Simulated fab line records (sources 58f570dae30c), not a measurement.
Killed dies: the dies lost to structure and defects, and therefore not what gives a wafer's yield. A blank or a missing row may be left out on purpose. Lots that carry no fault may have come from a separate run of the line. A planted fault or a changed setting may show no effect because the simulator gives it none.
8D (eight disciplines) problem report, filled in by code -- flow berkeleyCmos170 -- the parts of the form that need people (team, actions taken, sign-off) are left out

1. PROBLEM STATEMENT
Mean of chamberO2Ppm at UCB170_SILICIDE_RTA_04: 301.993 across 6 wafers in 2 lots; on wafers with no fault it is 2.001 (standard deviation 0.023). So: +99 or more standard deviations from the usual mean.
The step: time 15 s.
First seen on wafer L502.2, day 12 12:59, on rtpAnneal-02. At this step, 42 wafers from 14 lots have a number in the record. Rule for "out", or "out of limits": more than 4 standard deviations from the usual mean. Any other wafer with a number is counted as sound.

2. WHAT IT IS; WHAT IT IS NOT
question,is,is not
which readings at this step,chamberO2Ppm,"lampPowerPct, wafer_temp_C_max"
which lots,"L502, L503","L484, L485, L486, L487, L488, L489, L491, L493, L494, L495, L497, L498"
which wafers of those lots,all that have a number,-
read on which tools,rtpAnneal-02,rtpAnneal-01
when,from day 12 12:59,up to then (36 sound wafers)

3. WHAT RULES OUT EACH SUSPECT
Counting: a tool at a process step up to the reading stays a suspect if it ran every lot that is out and no sound lot after the first of them.
- rtpAnneal-02 at UCB170_SILICIDE_RTA_04 (time 15 s): kept. Every lot that is out went through it, starting with L502 (day 12 12:59), and after that it ran no sound lot; the last sound lot it ran before then is L493 (day 10 08:56). On those wafers its own readings are out: chamberO2Ppm.
Remaining after the count: rtpAnneal-02 at UCB170_SILICIDE_RTA_04.

4. THE CAUSE (what the simulator had put in)
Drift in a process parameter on rtpAnneal-02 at UCB170_SILICIDE_RTA_04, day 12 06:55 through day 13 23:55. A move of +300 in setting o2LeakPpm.
Counting left only this tool.

5. THE EFFECT CHAIN, in route order
One row per reading whose mean, taken over the struck wafers that have a number, lies over 3 standard deviations from the usual. Only readings whose record carries a usual standard deviation are examined. hours: median over the lots of the time between each lot's start at the first step of this table that gives one and its start at this step. sigmas: the change, counted in usual standard deviations.
hours,step,reading,usual,on struck wafers,change,sigmas
0,UCB170_SILICIDE_RTA_04,chamberO2Ppm,2.001,301.993,+299.992,+99 or more
Its process steps:
- UCB170_SILICIDE_RTA_04: time 15 s.

6. HOW IT WOULD HAVE BEEN CAUGHT EARLIER
In this record no reading fell out of limits until day 12 12:59, 6 hours after the fault had begun at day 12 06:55.
